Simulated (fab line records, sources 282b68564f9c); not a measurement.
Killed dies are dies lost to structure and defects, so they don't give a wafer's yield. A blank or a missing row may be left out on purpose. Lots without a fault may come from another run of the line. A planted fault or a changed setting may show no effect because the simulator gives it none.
fab line records | flow rit_cmos
record lots=14 wafers=42 last_day=8
route steps=202 shown SDANNEAL@155 M1@202
lots that met no fault: from a run of the same line without faults
start_h: hours from the record's first day to the start of the lot's first wafer shown | wait_h: hours since the lot's step before | " the same as in the row above | L1.1+2: a row that stands for several wafers | - no value, or no start given | * or withheld: withheld | < > ~ a bound
route shown NAME@n: a module of which the file shows steps, and the number in the route of the first | usual: mean/standard deviation of fault-free wafers | same: alike in all rows | chamber/n: place in a boat | sites: the reading at each site | _std_site: their standard deviation | _edge_site: outer sites' mean less inner sites' | radius_mm: how far each site lies from the wafer's centre | mask NAME#n: copy n | behind: the tool/chamber that last shaped the wafer | hold: why the lot was held/for how many hours/how that ended | device: the transistor (n, p or np) that didn't switch | end of line: the same wafers' tests at the end of the route | a step without rows: its recipe alone | killed: dies lost to structure and defects at the first sort, not the wafer's yield | map: a wafer's dies, x killed, . not, _ none there
set.NAME: the setting as run; set.NAME@STEP: as run at that earlier step | model.NAME: the simulator's own value behind a step, which no gauge read
steps of the route over a sample of lots; a table a step, a row a wafer
## steps
# step RIT_SDANNEAL_CLEAN_02
# recipe chemistry=SC2 mix=3:3:50 time_s=600 temp_c=75 dry=n2_spin
# usual run_length_s=629/4
# columns lot.wafer tool chamber start_h wait_h run_length_s
L490.1 wet_bench-02 0 51.03 0.0 627
L490.5 " 0 " " 627
L490.6 " 0 " " 627
L491.1 wet_bench-04 1 55.85 0.0 625
L491.3 " 1 " " 625
L491.5 " 1 " " 625
L492.2 wet_bench-02 2 65.51 0.0 626
L492.3 " 2 " " 626
L492.6 " 2 " " 626
L495.2 wet_bench-02 3 80.80 0.0 626
L495.4 " 3 " " 626
L495.6 " 3 " " 626
L496.3 wet_bench-04 2 85.44 0.0 632
L496.4 " 2 " " 632
L496.6 " 2 " " 632
L497.1 wet_bench-02 3 90.61 0.0 626
L497.2 " 3 " " 626
L497.3 " 3 " " 626
L498.1 wet_bench-04 2 97.97 0.0 624
L498.2 " 2 " " 624
L498.6 " 2 " " 624
L499.2 wet_bench-02 1 103.18 0.0 631
L499.3 " 1 " " 631
L499.5 " 1 " " 631
L500.2 wet_bench-02 3 109.66 0.0 633
L500.4 " 3 " " 633
L500.5 " 3 " " 633
L502.1 wet_bench-04 2 114.65 0.0 624
L502.2 " 2 " " 624
L502.4 " 2 " " 624
L503.1 wet_bench-04 1 121.26 0.0 624
L503.3 " 1 " " 624
L503.5 " 1 " " 624
L506.2 wet_bench-02 1 144.37 0.0 625
L506.5 " 1 " " 625
L506.6 " 1 " " 625
L509.2 wet_bench-02 3 161.99 0.0 357
L509.4 " 3 " " 357
L509.5 " 3 " " 357
L510.1 wet_bench-02 2 172.51 0.0 355
L510.3 " 2 " " 355
L510.5 " 2 " " 355
# step RIT_M1_PROBE_99
# usual killed_at_contacts=0.1/0.24 killed_at_front_end=7/3.1 killed_dies=7/3.1 killed_open=3.3/1.9 killed_short=3.9/2.1
# same gross_dies=264 killed_at_M0_to_M3=0 killed_at_M4_up=0 killed_at_back_side=0 killed_at_other=0
# columns lot.wafer tool chamber start_h wait_h killed_at_contacts killed_at_front_end killed_dies killed_open killed_short
L509.2 prober-02 - 169.79 0.1 0 7 7 5 2
L509.4 prober-02 - 169.89 0.2 0 17 17 8 9
L509.5 prober-02 - 169.94 0.2 0 11 11 5 6
# killed by level:class
L509.2 GATE:geometric_particle:open=2 REOX:geometric_particle:open=2 REOX:geometric_particle:short=1 SILICIDE:geometric_particle:short=1 SILICIDE:geometric_particle:open=1
L509.4 REOX:geometric_particle:open=4 GATE:geometric_particle:short=3 REOX:geometric_particle:short=3 FOX1:geometric_particle:short=2 FOX1:geometric_particle:open=1 FOX2:geometric_particle:short=1 GATE:geometric_particle:open=1 SPACER:geometric_particle:open=1
L509.5 GATE:geometric_particle:short=3 REOX:geometric_particle:open=2 FOX1:geometric_particle:open=1 FOX2:geometric_particle:short=1 GATE:geometric_particle:open=1 REOX:geometric_particle:short=1 SPACER:geometric_particle:open=1 SILICIDE:geometric_particle:short=1
## key
first_sign step=RIT_SDANNEAL_CLEAN_02 reading=run_length_s direction=down sigmas=69 usual=* struck=*
effect none on later readings
met_at RIT_SDANNEAL_CLEAN_02
struck_lots L509,L510
tester_left_out L509,L510
onset_between 144.37 161.99
fault kind=process_parameter_drift tool=wet_bench-02 chamber=- onset_h=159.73 steps=RIT_SDANNEAL_CLEAN_02 channel=time_s offset=* shape=step end_h=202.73 acts_in=* stated=*
# tester_left_out: of these lots the tester's yield and bins aren't shown, on N5 and GAA mostly nor the transistor test; their killed dies are dies lost to structure and defects alone, not to doping, threshold or leakage, so they don't give the yield
